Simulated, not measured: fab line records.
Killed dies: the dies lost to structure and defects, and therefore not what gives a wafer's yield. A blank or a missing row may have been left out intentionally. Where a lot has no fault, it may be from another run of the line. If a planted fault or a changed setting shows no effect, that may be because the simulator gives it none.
Which tool was responsible?    flow berkeleyCmos170    6 lots, 18 wafers sampled, at 2 steps of a route of 331

WHAT THE GAUGES READ, wafer by wafer
UCB170_PSD_CD_MEAS_06: the cd target is 1200 nm.
lot   measured      on        cdNm (nm)
L811  day 6 17:37   cdSem-02  1201.3 1202.8 1201.9
L812  day 7 01:09   cdSem-01  1200.0 1199.8 1197.6
L816  day 8 04:44   cdSem-01  1200.1 1198.8 1199.6
L818  day 8 07:46   cdSem-02  1200.4 1200.9 1201.6
L822  day 9 16:51   cdSem-02  980.3 979.9 979.3
L827  day 10 15:35  cdSem-02  1199.4 1199.9 1198.9

TOOL THAT RAN EACH LOT (tool first, then ch and the chambers of the sampled wafers, then the start)
lot   UCB170_PSD_PEB_04
L811  lithoTrack-04 ch 0, day 6 17:21
L812  lithoTrack-02 ch 0, day 7 00:53
L816  lithoTrack-02 ch 0, day 8 04:28
L818  lithoTrack-04 ch 0, day 8 07:30
L822  lithoTrack-04 ch 0, day 9 16:32
L827  lithoTrack-01 ch 0, day 10 15:19
- UCB170_PSD_PEB_04

THE ANSWER, worked out from the rows above alone
Rule: usual is defined by the lots themselves. The widest of any qualifying gaps counts: lots, ordered by their means at a reading, are off when they make up no more than a third of the lots, leave a main group of 4 or more, and stand apart from it by 3 or more times the standard deviation of that group's means. If all means in a main group match to the digits the tables above print for the reading, that group is not used. A lot without any number at a reading at which 4 lots or more have one is off too. All remaining lots with rows at the step are treated as sound.
Off at UCB170_PSD_CD_MEAS_06 (cdNm): L822. The main group has a mean of 1200.2 nm with a standard deviation of 1.1.
If a tool, at a process step before that reading, ran all the lots that are off and no sound lot after the first of them, it fits. The gauges at UCB170_PSD_CD_MEAS_06 are tried like those tools. One candidate fits, namely lithoTrack-04 at UCB170_PSD_PEB_04. A fault onset in the window from L818 (day 8 07:30, its last sound lot) to L822 (day 9 16:32, its first lot off) fits.

WHAT THE SIMULATOR PUT IN
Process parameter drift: lithoTrack-04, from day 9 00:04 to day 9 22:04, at UCB170_PSD_PEB_04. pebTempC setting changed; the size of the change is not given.
Lots struck among those shown: L822. The same result came from the rule above.
